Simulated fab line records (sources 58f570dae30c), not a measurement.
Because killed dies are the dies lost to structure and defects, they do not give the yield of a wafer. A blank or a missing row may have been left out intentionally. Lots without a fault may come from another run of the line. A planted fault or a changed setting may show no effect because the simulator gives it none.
fab line records + flow berkeley-cmos170
[record]
- lots = 6
- wafers = 18
- last-day = 13
route steps=331 shown M1@238
lots with no fault: from the same line, run without faults
start-h: hours from the record's opening day to when the first of the lot's shown wafers began + wait-h: time in hours since the lot's previous step + " unchanged from the row above + L1.1+2: one row covering several wafers at once + - either no value or no given start + * or withheld: withheld + < > ~ a bound
route shown NAME@n: a module of which the file shows steps, and the number in the route of the first + usual: average and standard deviation across the fault-free wafers + same: alike in all rows + chamber/n: place in a boat + sites: readings site by site + _std_site: the values' standard deviation + _edge_site: mean of outer sites minus mean of inner sites + radius-mm: how far each site lies from the wafer's centre + mask NAME#n: copy n + behind: the tool/chamber that last shaped the wafer + hold: what put the lot on hold/how long, in hours/how the hold closed + device: which transistor (n, p or np) failed to switch + end of line: the same wafers' tests at the end of the route + for a step that has no rows: nothing shown but its recipe + killed: dies lost to structure and defects at the first sort, not the wafer's yield + map: per-die view of a wafer (x killed, . not killed, _ where there is no die)
set.NAME: the run value of the setting; set.NAME@STEP: its run value at that earlier step + model.NAME: the simulator's own value behind a step, which no gauge read
lots seen at some steps along the route; tables by step, rows by wafer
services: from which hour (start-h, from the record's first day; less than 0 if before it) a tool's chamber was out of use, for how many hours, and why
[[steps]]
[step UCB170_M1_SPUTTER_00]
[recipe]
- material = Al
- target-thk-nm = 600
- time-s = 80
- power-w = 6000
- chamber-pressure-pa = 0.5
[usual]
- throttle-valve-pct = 30.2/1.1
| lot.wafer | tool           | chamber | start-h | wait-h | throttle-valve-pct |
|-----------|----------------|---------|---------|--------|--------------------|
| L849.1    | pvd-sputter-03 | -       | 198.43  | 0.0    | 31.2               |
| L849.4    | "              | -       | "       | "      | 30.6               |
| L849.6    | "              | -       | "       | "      | 28.3               |
| L858.1    | pvd-sputter-03 | -       | 247.82  | 0.0    | 29.5               |
| L858.2    | "              | -       | "       | "      | 28.3               |
| L858.6    | "              | -       | "       | "      | 31.0               |
| L857.2    | pvd-sputter-03 | -       | 248.45  | 0.0    | 30.7               |
| L857.3    | "              | -       | "       | "      | 31.4               |
| L857.6    | "              | -       | "       | "      | 28.2               |
| L862.3    | pvd-sputter-01 | -       | 269.12  | 0.0    | 30.1               |
| L862.4    | "              | -       | "       | "      | 30.9               |
| L862.5    | "              | -       | "       | "      | 30.5               |
| L864.2    | pvd-sputter-01 | -       | 271.18  | 0.0    | 30.6               |
| L864.3    | "              | -       | "       | "      | 30.2               |
| L864.6    | "              | -       | "       | "      | 30.7               |
| L865.2    | pvd-sputter-03 | -       | 284.45  | 0.0    | 31.0               |
| L865.5    | "              | -       | "       | "      | 31.0               |
| L865.6    | "              | -       | "       | "      | 29.3               |
[step UCB170_M1_RS_MEAS_01]
[recipe]
- thk-meas-gauge = four-point-probe
- reads = Al_of_M1_SPUTTER_00
[usual]
- M1_AL_RS = 0.0487/0.00061
| lot.wafer | tool          | chamber | start-h | wait-h | M1_AL_RS[ohm/sq] |
|-----------|---------------|---------|---------|--------|------------------|
| L849.1    | film-metro-04 | -       | 198.49  | 0.0    | 0.0478           |
| L849.4    | "             | -       | "       | "      | 0.0481           |
| L849.6    | "             | -       | "       | "      | 0.0495           |
| L858.1    | film-metro-03 | -       | 247.88  | 0.0    | 0.0489           |
| L858.2    | "             | -       | "       | "      | 0.0499           |
| L858.6    | "             | -       | "       | "      | 0.0483           |
| L857.2    | film-metro-03 | -       | 248.53  | 0.1    | 0.0479           |
| L857.3    | "             | -       | "       | "      | 0.0479           |
| L857.6    | "             | -       | "       | "      | 0.0489           |
| L862.3    | film-metro-04 | -       | 269.22  | 0.1    | 0.0488           |
| L862.4    | "             | -       | "       | "      | 0.0486           |
| L862.5    | "             | -       | "       | "      | 0.0485           |
| L864.2    | film-metro-03 | -       | 271.26  | 0.1    | 0.0484           |
| L864.3    | "             | -       | "       | "      | 0.0490           |
| L864.6    | "             | -       | "       | "      | 0.0485           |
| L865.2    | film-metro-04 | -       | 284.59  | 0.1    | 0.0483           |
| L865.5    | "             | -       | "       | "      | 0.0482           |
| L865.6    | "             | -       | "       | "      | 0.0494           |
[step UCB170_M1_THK_MEAS_02]
[recipe]
- thk-meas-gauge = xrf
- reads = Al_of_M1_SPUTTER_00
[usual]
- M1_AL_THK = 590/7.4
| lot.wafer | tool          | chamber | start-h | wait-h | M1_AL_THK[nm] |
|-----------|---------------|---------|---------|--------|---------------|
| L849.1    | film-metro-04 | -       | 198.61  | 0.1    | 604           |
| L849.4    | "             | -       | "       | "      | 595           |
| L849.6    | "             | -       | "       | "      | 582           |
| L858.1    | film-metro-03 | -       | 248.00  | 0.1    | 583           |
| L858.2    | "             | -       | "       | "      | 574           |
| L858.6    | "             | -       | "       | "      | 591           |
| L857.2    | film-metro-03 | -       | 248.64  | 0.1    | 597           |
| L857.3    | "             | -       | "       | "      | 597           |
| L857.6    | "             | -       | "       | "      | 587           |
| L862.3    | film-metro-04 | -       | 269.32  | 0.1    | 589           |
| L862.4    | "             | -       | "       | "      | 595           |
| L862.5    | "             | -       | "       | "      | 594           |
| L864.2    | film-metro-03 | -       | 271.37  | 0.1    | 590           |
| L864.3    | "             | -       | "       | "      | 581           |
| L864.6    | "             | -       | "       | "      | 585           |
| L865.2    | film-metro-04 | -       | 284.70  | 0.1    | 595           |
| L865.5    | "             | -       | "       | "      | 601           |
| L865.6    | "             | -       | "       | "      | 589           |
[step UCB170_M1_COAT_03]
[recipe]
- resist = BARC
- temp-c = withheld
- time-s = withheld
- spin-rpm = 3000
- resist-thk-nm = withheld
[step UCB170_M1_COAT_04]
[recipe]
- resist = KrF
- spin-rpm = 1500
- resist-thk-nm = 900
[step UCB170_M1_SOFTBAKE_05]
[recipe]
- resist = KrF
- temp-c = 130
- time-s = 60
[step UCB170_M1_EXPOSE_06]
[recipe]
- mask-id = METAL1
- target-cd-nm = 700
- na = 0.5
- sigma-outer = 0.6
- source-shape = conventional
- dose-mj = 21
[step UCB170_M1_PEB_07]
[recipe]
- peb-temp-c = 130
- peb-time-s = withheld
- resist = KrF
[step UCB170_M1_DEVELOP_08]
[recipe]
- developer = TMAH
- develop-time-s = 45
- resist = KrF
- dev-temp-c = 21
[step UCB170_M1_CD_MEAS_09]
[recipe]
- target-cd-nm = 700
[usual]
- cd-nm = 700.0/1.1
| lot.wafer | tool      | chamber | start-h | wait-h | cd-nm |
|-----------|-----------|---------|---------|--------|-------|
| L849.1    | cd-sem-01 | -       | 199.51  | -      | 700.9 |
| L849.4    | "         | -       | "       | "      | 698.6 |
| L849.6    | "         | -       | "       | "      | 700.1 |
| L858.1    | cd-sem-01 | -       | 248.98  | -      | 700.1 |
| L858.2    | "         | -       | "       | "      | 699.6 |
| L858.6    | "         | -       | "       | "      | 700.6 |
| L857.2    | cd-sem-02 | -       | 249.75  | -      | 701.3 |
| L857.3    | "         | -       | "       | "      | 701.4 |
| L857.6    | "         | -       | "       | "      | 701.2 |
| L862.3    | cd-sem-02 | -       | 270.37  | -      | 701.2 |
| L862.4    | "         | -       | "       | "      | 700.5 |
| L862.5    | "         | -       | "       | "      | 700.8 |
| L864.2    | cd-sem-02 | -       | 272.45  | -      | 698.8 |
| L864.3    | "         | -       | "       | "      | 699.3 |
| L864.6    | "         | -       | "       | "      | 700.1 |
| L865.2    | cd-sem-01 | -       | 286.78  | -      | 699.2 |
| L865.5    | "         | -       | "       | "      | 697.8 |
| L865.6    | "         | -       | "       | "      | 699.4 |
[step UCB170_M1_OVL_MEAS_10]
[usual]
- M1_OVL = -2/4.5
| lot.wafer | tool       | chamber | start-h | wait-h | M1_OVL[nm] |
|-----------|------------|---------|---------|--------|------------|
| L849.1    | overlay-01 | -       | 199.63  | 0.1    | 1          |
| L849.4    | "          | -       | "       | "      | 4          |
| L849.6    | "          | -       | "       | "      | 8          |
| L858.1    | overlay-02 | -       | 249.10  | 0.1    | -2         |
| L858.2    | "          | -       | "       | "      | -3         |
| L858.6    | "          | -       | "       | "      | -11        |
| L857.2    | overlay-02 | -       | 249.85  | 0.1    | -9         |
| L857.3    | "          | -       | "       | "      | -11        |
| L857.6    | "          | -       | "       | "      | 0          |
| L862.3    | overlay-01 | -       | 270.46  | 0.1    | -7         |
| L862.4    | "          | -       | "       | "      | -5         |
| L862.5    | "          | -       | "       | "      | -10        |
| L864.2    | overlay-02 | -       | 272.55  | 0.1    | -9         |
| L864.3    | "          | -       | "       | "      | -5         |
| L864.6    | "          | -       | "       | "      | -6         |
| L865.2    | overlay-02 | -       | 286.89  | 0.1    | -2         |
| L865.5    | "          | -       | "       | "      | -8         |
| L865.6    | "          | -       | "       | "      | 0          |
[step UCB170_M1_ETCH_11]
[recipe]
- chemistry = N2/H2
- target-depth-a = withheld
- overetch-a = withheld
- target = BARC
- time-s = withheld
- source-w = 500
- bias-w = 100
- pressure-mtorr = 30
- n2-flow-sccm = 100
- h2-flow-sccm = 200
[usual]
- drypump-motor-current-A = 5.64/0.24
- oes-product-au = 1.000/0.024
- throttle-valve-pct = 13.30/0.2
| lot.wafer | tool        | chamber | start-h | wait-h | drypump-motor-current-A | oes-product-au | throttle-valve-pct |
|-----------|-------------|---------|---------|--------|-------------------------|----------------|--------------------|
| L849.1    | rie-diel-01 | 1       | 199.67  | 0.0    | 5.81                    | 0.993          | 13.38              |
| L849.4    | "           | 0       | "       | "      | 6.08                    | 0.977          | 13.27              |
| L849.6    | "           | 1       | "       | "      | 5.82                    | 0.994          | 13.36              |
| L858.1    | rie-diel-04 | 0       | 249.14  | 0.0    | 5.89                    | 0.950          | 13.01              |
| L858.2    | "           | 3       | "       | "      | 5.69                    | 1.048          | 13.67              |
| L858.6    | "           | 3       | "       | "      | 5.66                    | 1.046          | 13.68              |
| L857.2    | rie-diel-02 | 2       | 249.88  | 0.0    | 5.57                    | 1.000          | 13.08              |
| L857.3    | "           | 0       | "       | "      | 5.17                    | 1.007          | 13.29              |
| L857.6    | "           | 1       | "       | "      | 5.79                    | 1.010          | 13.06              |
| L862.3    | rie-diel-02 | 0       | 270.49  | 0.0    | 5.22                    | 0.989          | 13.30              |
| L862.4    | "           | 3       | "       | "      | 5.41                    | 0.997          | 13.63              |
| L862.5    | "           | 0       | "       | "      | 5.20                    | 0.993          | 13.29              |
| L864.2    | rie-diel-02 | 0       | 272.58  | 0.0    | 5.25                    | 0.984          | 13.32              |
| L864.3    | "           | 2       | "       | "      | 5.60                    | 0.997          | 13.08              |
| L864.6    | "           | 3       | "       | "      | 5.45                    | 1.003          | 13.65              |
| L865.2    | rie-diel-01 | 2       | 286.92  | 0.0    | 5.80                    | 1.033          | 13.43              |
| L865.5    | "           | 0       | "       | "      | 6.08                    | 0.974          | 13.29              |
| L865.6    | "           | 3       | "       | "      | 5.43                    | 1.023          | 13.22              |
[step UCB170_M1_METAL_ETCH_12]
[recipe]
- chemistry = Cl2/BCl3
- target = Al
- stop-on = PSG
- pressure-mtorr = 12
- target-depth-a = 7800
- over-etch-frac = 0.3
- time-s = 130
- icp-w = 600
- bias-w = 120
- Cl2_flow_sccm = 90
- bcl3-flow-sccm = 45
[usual]
- drypump-motor-current-A = 5.9/0.42
- oes-product-au = 0.849/0.014
- run-length-s = 158.5/1.1
- throttle-valve-pct = 24.38/0.26
| lot.wafer | tool         | chamber | start-h | wait-h | drypump-motor-current-A | oes-product-au | rf-hours-counter-h | run-length-s | throttle-valve-pct | model.KrF_of_M1_COAT_04.thk-nm | model.M1.feature-depth-nm | model.etch.depth-nm |
|-----------|--------------|---------|---------|--------|-------------------------|----------------|--------------------|--------------|--------------------|--------------------------------|---------------------------|---------------------|
| L849.1    | rie-metal-01 | 0       | 199.71  | -      | 5.6                     | 0.844          | 5                  | 158.3        | 24.60              | 408                            | 648.4                     | 607.8               |
| L849.4    | "            | 0       | "       | "      | 5.6                     | 0.844          | -                  | 158.1        | 24.59              | 411.3                          | 645.4                     | 605                 |
| L849.6    | "            | 0       | "       | "      | 5.6                     | 0.831          | -                  | 157.7        | 24.59              | 408.3                          | 629.6                     | 588.8               |
| L858.1    | rie-metal-01 | 1       | 249.18  | -      | 5.9                     | 0.837          | 11                 | 158.5        | 24.15              | 427.2                          | 632.9                     | 594.5               |
| L858.2    | "            | 0       | "       | "      | 5.6                     | 0.833          | 6                  | 157.7        | 24.59              | 411.3                          | 625.4                     | 585.3               |
| L858.6    | "            | 1       | "       | "      | 5.9                     | 0.853          | -                  | 158.6        | 24.15              | 429.2                          | 640.9                     | 602.5               |
| L857.2    | rie-metal-01 | 0       | 249.92  | -      | 5.6                     | 0.839          | 6                  | 157.8        | 24.59              | 410.6                          | 648.8                     | 608.8               |
| L857.3    | "            | 0       | "       | "      | 5.6                     | 0.855          | -                  | 157.9        | 24.58              | 408.2                          | 649.8                     | 609.7               |
| L857.6    | "            | 1       | "       | "      | 5.9                     | 1.003          | -                  | 108.5        | 24.07              | 599.1                          | 490.4                     | 490.4               |
| L862.3    | rie-metal-04 | 0       | 270.57  | -      | 6.7                     | 0.841          | -                  | 157.9        | 24.25              | 445.9                          | 632.8                     | 596.5               |
| L862.4    | "            | 1       | "       | "      | 6.1                     | 0.859          | -                  | 157.6        | 24.43              | 445.6                          | 636                       | 598.7               |
| L862.5    | "            | 1       | "       | "      | 6.1                     | 0.852          | -                  | 158.2        | 24.44              | 443.6                          | 637.2                     | 599.8               |
| L864.2    | rie-metal-01 | 0       | 272.63  | -      | 5.5                     | 0.847          | 6                  | 158.4        | 24.58              | 416.7                          | 641.9                     | 601.9               |
| L864.3    | "            | 1       | "       | "      | 5.9                     | 0.997          | -                  | 108.4        | 24.09              | 606.6                          | 488.4                     | 488.4               |
| L864.6    | "            | 1       | "       | "      | 5.9                     | 1.012          | -                  | 108.4        | 24.07              | 601.7                          | 493                       | 493                 |
| L865.2    | rie-metal-02 | 1       | 286.96  | -      | 5.4                     | 0.882          | 16                 | 157.3        | 24.02              | 449.6                          | 638                       | 601.9               |
| L865.5    | "            | 1       | "       | "      | 5.5                     | 0.888          | -                  | 157.8        | 24.01              | 450.3                          | 639.4                     | 603.3               |
| L865.6    | "            | 0       | "       | "      | 5.8                     | 0.839          | -                  | 158.9        | 24.83              | 431.6                          | 627                       | 589.6               |
[step UCB170_M1_STRIP_13]
[recipe]
- chemistry = O2
- power-w = 400
- pressure-mtorr = 3500
- platen-temp-c = withheld
- o2-flow-sccm = 400
- overash-fraction = 0.5
[usual]
- drypump-motor-current-A = 5.71/0.23
- oes-product-au = 0.720/0.0043
| lot.wafer | tool            | chamber | start-h | wait-h | drypump-motor-current-A | oes-product-au | rf-hours-counter-h |
|-----------|-----------------|---------|---------|--------|-------------------------|----------------|--------------------|
| L849.1    | plasma-asher-02 | 0       | 199.85  | 0.1    | 5.68                    | 0.711          | 37                 |
| L849.4    | "               | 1       | "       | "      | 6.11                    | 0.720          | -                  |
| L849.6    | "               | 1       | "       | "      | 6.11                    | 0.722          | -                  |
| L858.1    | plasma-asher-03 | 0       | 249.32  | 0.1    | 5.80                    | 0.720          | 17                 |
| L858.2    | "               | 1       | "       | "      | 5.52                    | 0.727          | 17                 |
| L858.6    | "               | 0       | "       | "      | 5.78                    | 0.720          | -                  |
| L857.2    | plasma-asher-04 | 1       | 250.06  | 0.1    | 5.37                    | 0.710          | 54                 |
| L857.3    | "               | 0       | "       | "      | 5.79                    | 0.722          | -                  |
| L857.6    | "               | 0       | "       | "      | 5.80                    | 0.726          | -                  |
| L862.3    | plasma-asher-03 | 1       | 270.70  | 0.1    | 5.57                    | 0.722          | -                  |
| L862.4    | "               | 0       | "       | "      | 5.79                    | 0.720          | -                  |
| L862.5    | "               | 1       | "       | "      | 5.53                    | 0.713          | -                  |
| L864.2    | plasma-asher-02 | 1       | 272.76  | 0.1    | 6.15                    | 0.710          | 45                 |
| L864.3    | "               | 1       | "       | "      | 6.21                    | 0.722          | -                  |
| L864.6    | "               | 0       | "       | "      | 5.68                    | 0.725          | -                  |
| L865.2    | plasma-asher-02 | 1       | 287.09  | 0.1    | 6.15                    | 0.718          | 47                 |
| L865.5    | "               | 1       | "       | "      | 6.17                    | 0.718          | -                  |
| L865.6    | "               | 0       | "       | "      | 5.67                    | 0.721          | -                  |
[[services]]
| tool            | chamber | start-h | hours | kind           |
|-----------------|---------|---------|-------|----------------|
| pvd-sputter-01  | -       | 182.76  | 1.8   | repair         |
| rie-diel-02     | 0       | 184.24  | 3.6   | repair         |
| rie-diel-02     | 1       | 186.46  | 15.6  | repair         |
| plasma-asher-02 | -       | 188.19  | 11.2  | repair         |
| plasma-asher-04 | -       | 195.63  | 3.0   | repair         |
| rie-diel-01     | 2       | 209.12  | -     | clean          |
| rie-diel-01     | 2       | 209.12  | 21.4  | scheduled-down |
| rie-diel-01     | 2       | 209.12  | 21.4  | vent-cycle     |
| rie-metal-04    | -       | 212.19  | 0.2   | repair         |
| rie-metal-02    | -       | 219.82  | 1.4   | pm             |
| pvd-sputter-03  | -       | 228.12  | 2.9   | repair         |
| plasma-asher-03 | -       | 244.28  | 0.7   | repair         |
| rie-diel-04     | 0       | 247.51  | 1.5   | repair         |
| pvd-sputter-01  | -       | 256.26  | 10.0  | repair         |
| plasma-asher-04 | -       | 261.34  | 14.6  | pm             |
| rie-diel-01     | 0       | 268.56  | 10.6  | repair         |
| pvd-sputter-03  | -       | 270.44  | 7.8   | repair         |
| rie-metal-04    | 0       | 273.58  | 13.0  | repair         |
| rie-metal-01    | 1       | 279.97  | -     | clean          |
| rie-diel-02     | -       | 280.84  | 2.8   | pm             |
[[key]]
[first-sign]
- step = UCB170_M1_METAL_ETCH_12
- reading = run-length-s
- direction = down
- sigmas = 45
- usual = *
- struck = *
[effect]
- step = UCB170_M1_METAL_ETCH_12
- reading = oes-product-au
- direction = up
- sigmas = 11
- usual = 0.849
- struck = 1.004
[model-effect]
- step = UCB170_M1_METAL_ETCH_12
- value = KrF_of_M1_COAT_04.thk-nm
- without = 424.8
- struck = 602.5
[more-kills-born-at]
- UCB170_M1_METAL_ETCH_12@rie-metal-01 = 511
met-at UCB170_M1_METAL_ETCH_12
struck-wafers L857.6,L864.3,L864.6
later-rows-left-out L864.3,L864.6
sort-left-out L857.6
onset-between 249.18 249.92
[fault]
- kind = process-parameter-drift
- tool = rie-metal-01
- chamber = 1
- onset-h = 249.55
- steps = UCB170_M1_METAL_ETCH_12
- channel = time-s
- offset = *
- shape = step
- end-h = 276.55
- acts-in = *
- stated = *
// sort-left-out: the simulated sort isn't trusted on such a fault, so these wafers' sort isn't shown, and their yield isn't known
// later-rows-left-out: the simulator's readings of these wafers behind a module that went badly wrong aren't trusted and aren't shown, but for the sort
